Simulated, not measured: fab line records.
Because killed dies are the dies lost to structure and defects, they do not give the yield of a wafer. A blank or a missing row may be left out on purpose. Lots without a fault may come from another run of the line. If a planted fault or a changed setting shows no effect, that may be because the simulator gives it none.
Chamber matching | flow ritCmos | RIT_GATE_ETCH_19 on rieSi-02: 4 sister chambers
The step etches poly-Si in SF6/CHF3/O2, stops on SiO2, time 165 s, target depth 312.5 nm. 8 wafers are shown with their chamber, then 8 later ones without.

## WAFERS WITH THEIR CHAMBER
wafer  | chamber | drypumpMotorCurrentA (A) | throttleValvePct (%)
L428.6 | 3       | 6.5                      | 10.44
L430.3 | 0       | 5.9                      | 10.25
L434.1 | 3       | 6.5                      | 10.46
L434.5 | 1       | 5.3                      | 10.10
L438.4 | 2       | 5.3                      | 10.49
L438.5 | 0       | 6.0                      | 10.25
L438.6 | 1       | 5.3                      | 10.09
L440.3 | 2       | 5.3                      | 10.48

## WAFERS MISSING THEIR CHAMBER
wafer  | drypumpMotorCurrentA (A) | throttleValvePct (%)
L440.4 | 5.9                      | 10.27
L440.5 | 5.9                      | 10.25
L444.1 | 6.5                      | 10.46
L444.2 | 5.4                      | 10.10
L444.6 | 5.3                      | 10.11
L446.1 | 5.3                      | 10.10
L446.4 | 5.3                      | 10.49
L446.5 | 5.9                      | 10.26

## WHICH CHAMBER EACH ONE RAN IN
wafer  | from the rows above | in truth
L440.4 | 0                   | 0
L440.5 | 0                   | 0
L444.1 | 3                   | 3
L444.2 | 1                   | 1
L444.6 | 1                   | 1
L446.1 | 1                   | 1
L446.4 | 2                   | 2
L446.5 | 0                   | 0
Correct placement for 8 of the 8. From these rows, 0 cannot be placed. 0 placed wrongly.
How it was worked out, from the rows above alone: a wafer's distance from a chamber is the root of the sum, over the readings, of the square of ((its reading less the chamber's mean) divided by the reading's scatter). The wafer belongs to the nearest chamber; if the next one is less than 2 further off, it can't be placed. For every chamber, the mean is computed from those of its wafers that are shown. The scatter is the square root of a quotient: the sum, over the shown wafers, of each reading's squared deviation from its chamber's mean, divided by wafers minus chambers.
